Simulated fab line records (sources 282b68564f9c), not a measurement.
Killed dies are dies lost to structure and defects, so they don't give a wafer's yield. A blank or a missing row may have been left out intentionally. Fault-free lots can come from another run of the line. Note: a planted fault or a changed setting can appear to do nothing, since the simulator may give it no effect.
Struck lot and sound lot, side by side || flow ritCmos || 43 out of 202 route steps
Sound: these wafers, L400.1, L400.5, L400.6. Wafers L408.1, L408.4, L408.6 were the ones struck. The cause comes at the end.
Order at every step that has rows: each side's tool, ch and its chambers, its first start. Under that, the readings that differ: sound wafers || struck wafers || difference of the means || sigmas: that difference in standard deviations of wafers without a fault.
alike: readings whose means differ by less than 2 such deviations, and words and numbers that are the same on both sides. not compared: withheld readings, readings that some wafer has no value for, bounds like >300 that may hide the same value, and numbers for which the record gives no deviation and whose values overlap.
Wherever a step has rows on one side only, a row that says differs or no value, or a row with sigmas, the two part there. When numbers do not overlap yet have no deviation, they are printed without sigmas and do not part them. A reading missing from all wafers of one side parts the sides only when that side holds two or more wafers.

first, 3 steps without rows for these wafers: RIT_PRETRO_EXPOSE_03 (exposes mask M5, target cd 43700 nm); RIT_PRETRO_PEB_04; RIT_PRETRO_DEVELOP_05 (develop time 68 s).
RIT_PRETRO_OVL_MEAS_06:
  sound on overlay-02, day 3 13:34; struck on overlay-01, day 5 00:50
{"reading": "PRETRO_OVL (nm)", "sound": "-3.4 -0.4 -3.5", "struck": "1.2 2.9 2.4", "difference": "+4.6", "sigmas": "+3"}
then, 2 steps without rows for these wafers: RIT_PRETRO_HARDBAKE_07 (time 120 s); RIT_PRETRO_IMPLANT_08.
RIT_PRETRO_STRIP_09: strips in O2, time 180 s.
  sound on plasmaAsher-02 ch 0,1, day 3 14:01; struck on plasmaAsher-03 ch 0,1, day 5 01:16
  alike: drypumpMotorCurrentA
  not compared: rfHoursCounterH
RIT_PRETRO_TW_MEAS_10:
  sound on filmMetro-02, day 3 14:11; struck on filmMetro-02, day 5 01:26
  alike: PRETRO_TW
then, 4 steps without rows for these wafers: RIT_GATE_WET_ETCH_00 (etches SiO2 in BOE, target depth 56 nm, time 60 s); RIT_GATE_CLEAN_01 (cleans in SC1, time 600 s); RIT_GATE_CLEAN_02 (cleans in dHF, time 30 s); RIT_GATE_CLEAN_03 (cleans in SC2, time 600 s).
RIT_GATE_CLEAN_04: cleans in dHF, time 60 s.
  sound on wetBench-03 ch 1, day 3 14:38; struck on wetBench-03 ch 1, day 5 01:53
RIT_FOX2_THK_MEAS_91:
  sound on filmMetro-02, day 3 14:40; struck on filmMetro-01, day 5 01:55
  alike: FIELD_OXIDE_LEFT_2_THK
then, 2 steps without rows for these wafers: RIT_GATE_OXIDATION_05 (target thk 3 nm, ox time 270 s); RIT_GATE_ANNEAL_06 (time 600 s).
RIT_GATE_THK_MEAS_07:
  sound on filmMetro-02, day 3 16:43; struck on filmMetro-03, day 5 03:54
  alike: GATE_OXIDE_THK
then, 1 step without rows for these wafers: RIT_GATE_CVD_08 (deposits poly-Si from SiH4, target thk 250 nm, time 2220 s).
RIT_GATE_THK_MEAS_09:
  sound on filmMetro-01, day 3 20:05; struck on filmMetro-03, day 5 05:35
  alike: GATE_POLY_THK
then, 6 steps without rows for these wafers: RIT_GATE_HMDS_10 (prime time 60 s); RIT_GATE_COAT_11 (resist thk 850 nm); RIT_GATE_SOFTBAKE_12 (time 60 s); RIT_GATE_EXPOSE_13 (exposes mask M6, target cd 150 nm); RIT_GATE_PEB_14; RIT_GATE_DEVELOP_15 (develop time 50 s).
RIT_GATE_CD_MEAS_16: the cd target is 150 nm.
  sound on cdSem-01, day 3 21:24; struck on cdSem-01, day 5 06:42
  alike: cdNm
RIT_GATE_OVL_MEAS_17:
  sound on overlay-01, day 3 21:31; struck on overlay-02, day 5 06:49
  alike: GATE_OVL
then, 1 step without rows for these wafers: RIT_GATE_HARDBAKE_18 (time 60 s).
RIT_GATE_ETCH_19: etches poly-Si in SF6/CHF3/O2, stops on SiO2, time 165 s, target depth 312.5 nm.
  sound on rieSi-01 ch 2,3, day 3 21:56; struck on rieSi-02 ch 0,2,3, day 5 07:01
  alike: drypumpMotorCurrentA, oesProductAu, throttleValvePct
  not compared: rfHoursCounterH
RIT_GATE_STRIP_20: strips in O2, time 180 s.
  sound on plasmaAsher-02 ch 0,1, day 3 22:03; struck on plasmaAsher-04 ch 0,1, day 5 07:07
  alike: drypumpMotorCurrentA
  not compared: rfHoursCounterH
RIT_GATE_CD_MEAS_90: the cd target is 150 nm.
  sound on cdSem-01, day 3 22:13; struck on cdSem-02, day 5 07:17
  alike: cdNm
then, 4 steps without rows for these wafers: RIT_REOX_CLEAN_00 (cleans in SC1, time 600 s); RIT_REOX_CLEAN_01 (cleans in dHF, time 30 s); RIT_REOX_CLEAN_02 (cleans in SC2, time 600 s); RIT_REOX_OXIDATION_03 (target thk 25.2 nm, ox time 5580 s).
RIT_REOX_THK_MEAS_04:
  sound on filmMetro-03, day 4 02:36; struck on filmMetro-01, day 5 10:32
  alike: REOX_OXIDE_THK
then, 6 steps without rows for these wafers: RIT_NLDD_HMDS_00 (prime time 60 s); RIT_NLDD_COAT_01 (resist thk 1000 nm); RIT_NLDD_SOFTBAKE_02 (time 60 s); RIT_NLDD_EXPOSE_03 (exposes mask M7, target cd 40700 nm); RIT_NLDD_PEB_04; RIT_NLDD_DEVELOP_05 (develop time 50 s).
RIT_M1_PROBE_99:
  sound on prober-02, day 4 20:32; struck on prober-01, day 6 03:32
{"reading": "killedAtFrontEnd", "sound": "3 8 5", "struck": "30 29 30", "difference": "+24", "sigmas": "+7"}
{"reading": "killedDies", "sound": "4 8 5", "struck": "30 29 31", "difference": "+24", "sigmas": "+7"}
  alike: killedAtContacts, killedOpen, killedShort

## WHERE THEY PART
At RIT_PRETRO_OVL_MEAS_06 first; at RIT_M1_PROBE_99 last (within this record only).

WHY: the cause the simulator had injected
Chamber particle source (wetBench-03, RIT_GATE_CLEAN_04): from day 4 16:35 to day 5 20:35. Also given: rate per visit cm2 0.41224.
